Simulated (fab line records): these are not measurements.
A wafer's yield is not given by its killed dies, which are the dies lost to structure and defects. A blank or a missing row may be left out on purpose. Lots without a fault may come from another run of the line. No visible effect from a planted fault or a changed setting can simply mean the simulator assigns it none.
Which tool did it? | flow berkeleyCmos170 | 39 wafers from 13 lots sampled at 6 of the route's 331 steps

== WHAT THE GAUGES READ, wafer by wafer ==
UCB170_PSD_OVL_MEAS_07. Usual: PSD_OVL typically reads -3 nm, with standard deviation 5.2.
lot  | measured     | on         | PSD_OVL (nm) | flag
L253 | day 7 21:30  | overlay-01 | 4 7 1        | 
L254 | day 7 21:41  | overlay-01 | 2 0 8        | 
L252 | day 7 21:40  | overlay-02 | -1 -8 -3     | 
L255 | day 8 21:28  | overlay-01 | -2 -9 4      | 
L257 | day 8 21:35  | overlay-01 | 1 3 2        | 
L258 | day 8 21:44  | overlay-02 | -4 -4 -4     | 
L256 | day 8 21:50  | overlay-01 | -10 -10 -9   | 
L262 | day 9 16:38  | overlay-01 | -9 -15 -6    | 
L266 | day 10 19:39 | overlay-01 | 0 -2 2       | 
L265 | day 10 19:44 | overlay-02 | -6 -1 -8     | 
L273 | day 12 23:07 | overlay-01 | -5 -8 -4     | 
L275 | day 13 08:22 | overlay-01 | 5 4 7        | 
L274 | day 13 08:37 | overlay-02 | -3 1 -9      | 

UCB170_PSD_TW_MEAS_10. Usual: PSD_TW typically reads 2324, with standard deviation 26.
lot  | measured     | on           | PSD_TW         | flag
L253 | day 7 21:47  | filmMetro-03 | 2359 2345 2368 | 
L254 | day 7 21:59  | filmMetro-02 | 2304 2305 2297 | 
L252 | day 7 21:57  | filmMetro-01 | 2312 2319 2319 | 
L255 | day 8 21:46  | filmMetro-01 | 2329 2319 2329 | 
L257 | day 8 21:54  | filmMetro-02 | 2296 2290 2291 | 
L258 | day 8 22:04  | filmMetro-03 | 2336 2340 2346 | 
L256 | day 8 22:14  | filmMetro-02 | 2284 2285 2296 | 
L262 | day 9 16:55  | filmMetro-03 | 2353 2353 2350 | 
L266 | day 10 19:56 | filmMetro-01 | 30 30 30       | OFF
L265 | day 10 20:02 | filmMetro-02 | 2300 2296 2302 | 
L273 | day 12 23:25 | filmMetro-02 | 2292 2283 2301 | 
L275 | day 13 08:40 | filmMetro-03 | 2360 2346 2346 | 
L274 | day 13 08:54 | filmMetro-03 | 2348 2349 2346 | 

== WHICH TOOL RAN EACH LOT (tool, then ch and the chambers of the sampled wafers, then the start) ==
lot  | UCB170_NVT_STRIP_08                 | UCB170_GATE_ETCH_15             | UCB170_NLDD_STRIP_10                | UCB170_PSD_STRIP_09
L253 | plasmaAsher-04 ch 0,1, day 6 20:25  | rieSi-02 ch 1,3, day 7 09:46    | plasmaAsher-02 ch 0,1, day 7 13:52  | plasmaAsher-01 ch 0, day 7 21:41
L254 | plasmaAsher-02 ch 0,1, day 6 20:28  | rieSi-02 ch 0,1,3, day 7 10:15  | plasmaAsher-04 ch 0, day 7 14:42    | plasmaAsher-03 ch 0,1, day 7 21:53
L252 | plasmaAsher-01 ch 0,1, day 6 20:42  | rieSi-01 ch 0,2,3, day 7 10:01  | plasmaAsher-02 ch 0,1, day 7 14:25  | plasmaAsher-02 ch 0,1, day 7 21:51
L255 | plasmaAsher-01 ch 0,1, day 7 15:53  | rieSi-01 ch 0,3, day 8 09:00    | plasmaAsher-04 ch 0,1, day 8 13:22  | plasmaAsher-01 ch 0,1, day 8 21:39
L257 | plasmaAsher-02 ch 0,1, day 7 15:55  | rieSi-01 ch 0,2, day 8 09:17    | plasmaAsher-04 ch 0,1, day 8 13:59  | plasmaAsher-02 ch 0,1, day 8 21:48
L258 | plasmaAsher-01 ch 0,1, day 7 16:09  | rieSi-02 ch 0,1, day 8 09:07    | plasmaAsher-01 ch 0,1, day 8 13:43  | plasmaAsher-03 ch 0,1, day 8 21:57
L256 | plasmaAsher-02 ch 0,1, day 7 16:14  | rieSi-02 ch 0,1,2, day 8 09:27  | plasmaAsher-01 ch 0,1, day 8 14:45  | plasmaAsher-02 ch 0,1, day 8 22:08
L262 | plasmaAsher-02 ch 1, day 8 12:32    | rieSi-01 ch 0,1,3, day 9 03:31  | plasmaAsher-04 ch 0,1, day 9 08:07  | plasmaAsher-03 ch 0,1, day 9 16:49
L266 | plasmaAsher-01 ch 0,1, day 9 02:59  | rieSi-02 ch 0,1,2, day 10 03:34 | plasmaAsher-01 ch 0,1, day 10 13:31 | plasmaAsher-02 ch 1, day 10 19:50
L265 | plasmaAsher-02 ch 0,1, day 9 03:14  | rieSi-01 ch 0,1, day 10 03:55   | plasmaAsher-02 ch 0,1, day 10 13:45 | plasmaAsher-01 ch 0,1, day 10 19:55
L273 | plasmaAsher-02 ch 0,1, day 11 08:40 | rieSi-01 ch 0,1, day 12 09:01   | plasmaAsher-04 ch 0,1, day 12 12:31 | plasmaAsher-02 ch 0,1, day 12 23:18
L275 | plasmaAsher-01 ch 0,1, day 11 14:10 | rieSi-02 ch 0,3, day 12 20:02   | plasmaAsher-04 ch 0,1, day 12 23:34 | plasmaAsher-02 ch 1, day 13 08:33
L274 | plasmaAsher-02 ch 0,1, day 11 14:24 | rieSi-01 ch 0,1,3, day 12 20:19 | plasmaAsher-01 ch 0,1, day 12 23:56 | plasmaAsher-03 ch 0,1, day 13 08:48
- UCB170_NVT_STRIP_08: strips in O2.
- UCB170_GATE_ETCH_15: etches poly-Si in HBr/Cl2, stops on SiO2, time 56.3 s, target depth 278.2 nm.
- UCB170_NLDD_STRIP_10: strips in O2.
- UCB170_PSD_STRIP_09: strips in O2.

== WHAT THE TOOLS THEMSELVES READ (means of the sampled wafers that have a number; where no wafer has one, the mark that the record gives instead) ==
UCB170_NVT_STRIP_08. Usual: drypumpMotorCurrentA 6.0 A, standard deviation 0.39; oesProductAu 0.734 a.u., standard deviation 0.0045; stripTimeToEndpointS 21.64 s, standard deviation 0.062.
lot  | tool           | drypumpMotorCurrentA (A) | oesProductAu (a.u.) | stripTimeToEndpointS (s) | flag
L253 | plasmaAsher-04 | 5.4                      | 0.735               | 21.63                    | 
L254 | plasmaAsher-02 | 6.1                      | 0.734               | 21.55                    | 
L252 | plasmaAsher-01 | 6.3                      | 0.736               | 21.65                    | 
L255 | plasmaAsher-01 | 6.3                      | 0.726               | 21.68                    | 
L257 | plasmaAsher-02 | 6.0                      | 0.731               | 21.68                    | 
L258 | plasmaAsher-01 | 6.3                      | 0.735               | 21.69                    | 
L256 | plasmaAsher-02 | 6.1                      | 0.738               | 21.66                    | 
L262 | plasmaAsher-02 | 5.8                      | 0.734               | 21.55                    | 
L266 | plasmaAsher-01 | 6.3                      | 0.736               | 21.67                    | 
L265 | plasmaAsher-02 | 6.1                      | 0.739               | 21.62                    | 
L273 | plasmaAsher-02 | 6.1                      | 0.733               | 21.67                    | 
L275 | plasmaAsher-01 | 6.3                      | 0.737               | 21.56                    | 
L274 | plasmaAsher-02 | 6.1                      | 0.734               | 21.68                    | 

UCB170_GATE_ETCH_15. Usual: biasW 150.0 W, standard deviation 0.48; drypumpMotorCurrentA 5.9 A, standard deviation 0.49; oesProductAu 0.825 a.u., standard deviation 0.014; throttleValvePct 26.5 %, standard deviation 0.35.
lot  | tool     | biasW (W) | drypumpMotorCurrentA (A) | oesProductAu (a.u.) | throttleValvePct (%) | flag
L253 | rieSi-02 | 150.3     | 6.1                      | 0.815               | 26.4                 | 
L254 | rieSi-02 | 150.2     | 5.7                      | 0.829               | 26.6                 | 
L252 | rieSi-01 | 150.1     | 5.7                      | 0.824               | 26.4                 | 
L255 | rieSi-01 | 149.6     | 6.0                      | 0.821               | 26.4                 | 
L257 | rieSi-01 | 149.8     | 5.7                      | 0.808               | 26.2                 | 
L258 | rieSi-02 | 150.2     | 5.3                      | 0.809               | 26.6                 | 
L256 | rieSi-02 | 150.3     | 5.7                      | 0.806               | 26.8                 | 
L262 | rieSi-01 | 149.8     | 6.0                      | 0.825               | 26.3                 | 
L266 | rieSi-02 | 149.6     | 5.7                      | 0.824               | 26.8                 | 
L265 | rieSi-01 | 150.2     | 5.9                      | 0.827               | 26.2                 | 
L273 | rieSi-01 | 149.7     | 6.0                      | 0.831               | 26.1                 | 
L275 | rieSi-02 | 149.9     | 5.7                      | 0.839               | 26.6                 | 
L274 | rieSi-01 | 150.4     | 6.0                      | 0.835               | 26.3                 | 

UCB170_NLDD_STRIP_10. Usual: drypumpMotorCurrentA 5.9 A, standard deviation 0.42; oesProductAu 0.735 a.u., standard deviation 0.0045; stripTimeToEndpointS 21.61 s, standard deviation 0.054.
lot  | tool           | drypumpMotorCurrentA (A) | oesProductAu (a.u.) | stripTimeToEndpointS (s) | flag
L253 | plasmaAsher-02 | 6.1                      | 0.738               | 21.63                    | 
L254 | plasmaAsher-04 | 5.7                      | 0.732               | 21.60                    | 
L252 | plasmaAsher-02 | 6.1                      | 0.732               | 21.59                    | 
L255 | plasmaAsher-04 | 5.6                      | 0.737               | 21.62                    | 
L257 | plasmaAsher-04 | 5.3                      | 0.737               | 21.66                    | 
L258 | plasmaAsher-01 | 6.3                      | 0.740               | 21.63                    | 
L256 | plasmaAsher-01 | 6.3                      | 0.736               | 21.66                    | 
L262 | plasmaAsher-04 | 5.4                      | 0.733               | 21.56                    | 
L266 | plasmaAsher-01 | 6.3                      | 0.977               | -                        | OFF
L265 | plasmaAsher-02 | 6.1                      | 0.732               | 21.62                    | 
L273 | plasmaAsher-04 | 5.4                      | 0.737               | 21.64                    | 
L275 | plasmaAsher-04 | 5.6                      | 0.734               | 21.59                    | 
L274 | plasmaAsher-01 | 6.2                      | 0.736               | 21.56                    | 

UCB170_PSD_STRIP_09. Usual: drypumpMotorCurrentA 5.9 A, standard deviation 0.45; oesProductAu 0.600 a.u., standard deviation 0.0044; stripTimeToEndpointS 29.37 s, standard deviation 0.072.
lot  | tool           | drypumpMotorCurrentA (A) | oesProductAu (a.u.) | stripTimeToEndpointS (s) | flag
L253 | plasmaAsher-01 | 6.1                      | 0.604               | 29.30                    | 
L254 | plasmaAsher-03 | 5.5                      | 0.599               | 29.42                    | 
L252 | plasmaAsher-02 | 6.1                      | 0.596               | 29.35                    | 
L255 | plasmaAsher-01 | 6.2                      | 0.600               | 29.41                    | 
L257 | plasmaAsher-02 | 6.1                      | 0.602               | 29.25                    | 
L258 | plasmaAsher-03 | 5.2                      | 0.598               | 29.33                    | 
L256 | plasmaAsher-02 | 6.0                      | 0.600               | 29.35                    | 
L262 | plasmaAsher-03 | 5.5                      | 0.597               | 29.45                    | 
L266 | plasmaAsher-02 | 5.8                      | 0.630               | 38.25                    | OFF
L265 | plasmaAsher-01 | 6.3                      | 0.601               | 29.33                    | 
L273 | plasmaAsher-02 | 6.0                      | 0.604               | 29.44                    | 
L275 | plasmaAsher-02 | 5.8                      | 0.599               | 29.37                    | 
L274 | plasmaAsher-03 | 5.5                      | 0.600               | 29.48                    | 

== THE ANSWER, worked out from the rows above alone ==
Rule: a lot counts as off when the mean over its wafers that have a number is more than 3 standard deviations away from the usual mean. A lot without any number at a reading at which 4 lots or more have one is off too. Any other lot the step has rows for is counted as sound. After the gauges, taken in route order, come the tools' own readings; for these a lot's mean is taken, as printed above. At the first step where some lot is off, the reading lying furthest off is the one used; lots without a number count as furthest.
Off: L266, seen at UCB170_PSD_TW_MEAS_10 (PSD_TW).
A tool fits if, at a process step before that reading, it ran every lot that is off, and no sound lot after the first of them. The gauges at UCB170_PSD_TW_MEAS_10 aren't tried: what is off there is off at UCB170_NLDD_STRIP_10 too, on other tools, and a gauge's error can't cause that. None of those tried fits.

== WHAT WAS PUT IN BY THE SIMULATOR ==
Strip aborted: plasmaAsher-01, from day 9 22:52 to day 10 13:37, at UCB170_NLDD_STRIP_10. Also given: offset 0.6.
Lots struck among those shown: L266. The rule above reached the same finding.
